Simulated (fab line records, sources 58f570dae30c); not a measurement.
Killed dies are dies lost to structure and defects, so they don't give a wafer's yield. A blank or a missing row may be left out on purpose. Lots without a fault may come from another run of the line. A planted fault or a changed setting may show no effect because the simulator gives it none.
Which tool did it? | flow berkeley_cmos170 | 13 lots, 39 wafers sampled, at 4 steps of a route of 331

WHAT THE GAUGES READ, wafer by wafer
UCB170_SCREENOX_THK_MEAS_02. Usual: SCREENOX_OXIDE_THK 14.5 nm, standard deviation 0.3.
lot  | measured     | on            | SCREENOX_OXIDE_THK (nm) | flag
L922 | day 5 01:19  | film_metro-04 | 15.2 15.2 15.2          |
L924 | day 5 08:31  | film_metro-03 | 13.9 14.2 13.9          |
L923 | day 5 08:31  | film_metro-04 | 14.5 14.6 14.6          |
L926 | day 6 00:49  | film_metro-04 | 14.2 14.6 14.5          |
L927 | day 6 00:49  | film_metro-01 | 14.4 14.3 14.5          |
L925 | day 6 00:51  | film_metro-03 | 14.5 14.5 14.5          |
L929 | day 6 16:48  | film_metro-01 | 14.0 14.2 14.0          |
L928 | day 6 16:49  | film_metro-04 | 14.4 14.2 14.6          |
L930 | day 6 22:53  | film_metro-01 | 14.5 14.7 14.7          |
L937 | day 8 05:38  | film_metro-03 | 15.3 15.5 15.6          | OFF
L939 | day 8 20:13  | film_metro-03 | 15.6 15.5 15.6          | OFF
L945 | day 10 02:18 | film_metro-04 | 14.4 14.1 14.2          |
L944 | day 10 02:22 | film_metro-01 | 14.4 14.3 14.4          |

UCB170_M1_OVL_MEAS_10. Usual: M1_OVL -5 nm, standard deviation 6.2.
lot  | measured     | on         | M1_OVL (nm) | flag
L922 | day 6 22:04  | overlay-01 | -16 -8 -14  |
L924 | day 7 04:17  | overlay-01 | 0 2 -3      |
L923 | day 7 04:37  | overlay-01 | -4 -5 -10   |
L926 | day 7 23:40  | overlay-01 | -6 -5 -8    |
L927 | day 7 23:56  | overlay-02 | -24 -13 -15 |
L925 | day 7 23:44  | overlay-01 | -4 -1 -9    |
L929 | day 8 11:32  | overlay-02 | 4 3 0       |
L928 | day 8 10:59  | overlay-01 | 2 9 3       |
L930 | day 8 17:38  | overlay-01 | -7 -5 -2    |
L937 | day 10 03:43 | overlay-02 | -9 -5 -6    |
L939 | day 10 18:41 | overlay-02 | -10 -5 -11  |
L945 | day 12 00:52 | overlay-01 | -13 -8 -10  |
L944 | day 12 01:07 | overlay-02 | 0 -4 7      |

WHICH TOOL RAN EACH LOT (tool, then ch and the chambers of the sampled wafers, then the start)
lot  | UCB170_SILICIDE_SPUTTER_01   | UCB170_CONTACT_STRIP_06
L922 | pvd_sputter-03, day 6 15:38  | plasma_asher-04 ch 1, day 6 18:25
L924 | pvd_sputter-03, day 6 19:34  | plasma_asher-01 ch 0,1, day 7 00:16
L923 | pvd_sputter-04, day 6 19:02  | plasma_asher-04 ch 0,1, day 7 00:25
L926 | pvd_sputter-03, day 7 16:11  | plasma_asher-02 ch 0,1, day 7 19:56
L927 | pvd_sputter-04, day 7 16:21  | plasma_asher-01 ch 0,1, day 7 19:56
L925 | pvd_sputter-01, day 7 16:43  | plasma_asher-04 ch 0,1, day 7 19:58
L929 | pvd_sputter-04, day 8 02:52  | plasma_asher-02 ch 0,1, day 8 05:54
L928 | pvd_sputter-01, day 8 02:41  | plasma_asher-04 ch 0,1, day 8 05:27
L930 | pvd_sputter-01, day 8 11:38  | plasma_asher-01 ch 0,1, day 8 14:24
L937 | pvd_sputter-03, day 9 20:50  | plasma_asher-01 ch 0,1, day 9 23:37
L939 | pvd_sputter-01, day 10 12:34 | plasma_asher-04 ch 0,1, day 10 15:23
L945 | pvd_sputter-03, day 11 17:20 | plasma_asher-02 ch 0,1, day 11 21:30
L944 | pvd_sputter-01, day 11 17:35 | plasma_asher-01 ch 0,1, day 11 21:33
- UCB170_SILICIDE_SPUTTER_01: material Ti, target thk 30 nm, time 25 s.
- UCB170_CONTACT_STRIP_06: strips in O2.

WHAT THE TOOLS THEMSELVES READ (means of the sampled wafers that have a number; where no wafer has one, the mark that the record gives instead)
UCB170_SILICIDE_SPUTTER_01. Usual: throttle_valve_pct 30.7 %, standard deviation 0.98.
lot  | tool           | throttle_valve_pct (%) | flag
L922 | pvd_sputter-03 | 30.6                   |
L924 | pvd_sputter-03 | 30.6                   |
L923 | pvd_sputter-04 | 30.0                   |
L926 | pvd_sputter-03 | 30.8                   |
L927 | pvd_sputter-04 | 30.4                   |
L925 | pvd_sputter-01 | 31.0                   |
L929 | pvd_sputter-04 | 30.9                   |
L928 | pvd_sputter-01 | 30.9                   |
L930 | pvd_sputter-01 | 30.5                   |
L937 | pvd_sputter-03 | 31.4                   |
L939 | pvd_sputter-01 | 31.1                   |
L945 | pvd_sputter-03 | 30.0                   |
L944 | pvd_sputter-01 | 31.1                   |

UCB170_CONTACT_STRIP_06. Usual: drypump_motor_current_A 5.8 A, standard deviation 0.51; oes_product_au 0.735 a.u., standard deviation 0.0044; strip_time_to_endpoint_s 21.99 s, standard deviation 0.053.
lot  | tool            | drypump_motor_current_A (A) | oes_product_au (a.u.) | strip_time_to_endpoint_s (s) | flag
L922 | plasma_asher-04 | 6.2                         | 0.738                 | 21.93                        |
L924 | plasma_asher-01 | 6.0                         | 0.737                 | 22.04                        |
L923 | plasma_asher-04 | 5.9                         | 0.732                 | 21.91                        |
L926 | plasma_asher-02 | 5.7                         | 0.733                 | 22.01                        |
L927 | plasma_asher-01 | 6.0                         | 0.734                 | 21.97                        |
L925 | plasma_asher-04 | 5.6                         | 0.737                 | 21.92                        |
L929 | plasma_asher-02 | 5.7                         | 0.735                 | 22.05                        |
L928 | plasma_asher-04 | 5.6                         | 0.739                 | 21.99                        |
L930 | plasma_asher-01 | 6.0                         | 0.731                 | 22.01                        |
L937 | plasma_asher-01 | 6.0                         | 0.736                 | 21.94                        |
L939 | plasma_asher-04 | 5.9                         | 0.734                 | 22.07                        |
L945 | plasma_asher-02 | 5.7                         | 0.736                 | 21.99                        |
L944 | plasma_asher-01 | 6.0                         | 0.735                 | 21.97                        |

THE ANSWER, worked out from the rows above alone
Rule: a lot is off if the mean of its wafers that have a number lies more than 3 standard deviations from the usual mean. A lot without any number at a reading at which 4 lots or more have one is off too. The other lots that the step has rows for count as sound. The gauges are gone through in route order, then the tools' own readings, and for those a lot's mean is taken as printed above. The first step at which some lot is off is used, and at that step the reading that is off furthest; a lot without a number counts as furthest.
Off: L937, L939, at UCB170_SCREENOX_THK_MEAS_02 (SCREENOX_OXIDE_THK).
A tool fits if, at a process step before that reading, it ran every lot that is off, and no sound lot after the first of them. The gauges at UCB170_SCREENOX_THK_MEAS_02 are tried like those tools. One fits: film_metro-03 at UCB170_SCREENOX_THK_MEAS_02. Its last sound lot is L925 (day 6 00:51), its first lot that is off L937 (day 8 05:38): a fault that began between those two fits.

WHAT THE SIMULATOR HAD PUT IN
Metrology matching offset: film_metro-03, from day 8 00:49 on, at UCB170_SCREENOX_THK_MEAS_02. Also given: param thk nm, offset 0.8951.
Lots struck among those shown: L937, L939. The rule above found the same.
